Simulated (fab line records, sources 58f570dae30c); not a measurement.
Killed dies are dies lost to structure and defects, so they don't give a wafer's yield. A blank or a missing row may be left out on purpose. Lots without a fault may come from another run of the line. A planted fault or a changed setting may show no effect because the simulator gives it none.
Problem report in the 8D (eight disciplines) form, filled by code | flow berkeley_cmos170 | the parts of the form that need people (team, actions taken, sign-off) are left out

1. THE PROBLEM
bias_w at UCB170_M1_METAL_ETCH_12 reads a mean of 161.8 W on 3 wafers of 2 lots; wafers without a fault read 120.0 W with a standard deviation of 0.36. That is +99 or more standard deviations from the usual mean.
The step: etches Al in Cl2/BCl3, stops on PSG, target depth 780 nm, time 130 s.
First seen on wafer L952.3, day 11 12:49, on rie_metal-01. The record holds 18 wafers of 6 lots with a number at this step. Rule for "out", or "out of limits": more than 4 standard deviations from the usual mean. The other wafers with a number count as sound.

2. WHAT IT IS AND WHAT IT IS NOT
question                    | is                     | is not
which readings at this step | bias_w                 | drypump_motor_current_A, oes_product_au, throttle_valve_pct
which lots                  | L952, L954             | L941, L945, L962, L964
which wafers of those lots  | L952.3, L954.3, L954.6 | L952.1, L952.4, L954.5
read on which tools         | rie_metal-01           | rie_metal-03
when                        | from day 11 12:49      | up to then (8 sound wafers); but 7 sound wafers of L954, L962, L964 came after

3. SUSPECTS, AND WHAT RULES EACH OUT
Counting: a tool at a process step up to the reading stays a suspect if it ran every lot that is out. Sound lots after the first of them don't rule it out here, since some wafers of a struck lot are sound.
- pvd_sputter-01 at UCB170_M1_SPUTTER_00 (material Al, target thk 600 nm, time 80 s): kept. It ran every lot that is out, first L952 (day 11 09:10); its last sound lot up to then is L945 (day 10 02:25).
- rie_diel-04 at UCB170_M1_ETCH_11 (etches BARC in N2/H2): kept. It ran every lot that is out, first L952 (day 11 12:46); its last sound lot up to then is L941 (day 9 03:46).
- rie_metal-01 at UCB170_M1_METAL_ETCH_12 (etches Al in Cl2/BCl3, stops on PSG, target depth 780 nm, time 130 s): kept. It ran every lot that is out, first L952 (day 11 12:49); its last sound lot up to then is L941 (day 9 03:50). Its own readings are out on those wafers: bias_w.
- Within rie_metal-01 at UCB170_M1_METAL_ETCH_12: the wafers that are out ran in chamber 1; their sound lot-mates ran in chamber 0.
Left after counting: pvd_sputter-01 at UCB170_M1_SPUTTER_00, rie_diel-04 at UCB170_M1_ETCH_11, rie_metal-01 at UCB170_M1_METAL_ETCH_12.

4. THE CAUSE (what the simulator had put in)
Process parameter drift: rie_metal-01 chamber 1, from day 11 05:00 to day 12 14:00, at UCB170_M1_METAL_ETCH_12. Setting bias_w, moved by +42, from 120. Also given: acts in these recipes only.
Counting left 3 suspects, and this tool is among them.

5. THE CHAIN OF EFFECTS, in route order
Each row: a reading whose mean over the struck wafers that have a number lies more than 3 standard deviations from the usual. Only readings for which the record gives a usual standard deviation are gone through. hours: the time from each lot's start at the first step in this table that gives one to its start at this step, as a median over the lots. sigmas: the change in usual standard deviations.
hours | step                    | reading | usual   | on struck wafers | change | sigmas
0     | UCB170_M1_METAL_ETCH_12 | bias_w  | 120.0 W | 161.8            | +41.8  | +99 or more
The process steps in it:
- UCB170_M1_METAL_ETCH_12: etches Al in Cl2/BCl3, stops on PSG, target depth 780 nm, time 130 s.

6. WHAT WOULD HAVE CAUGHT IT SOONER
In this record the first reading out of limits was taken at day 11 12:49, 8 hours after the fault began at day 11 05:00.
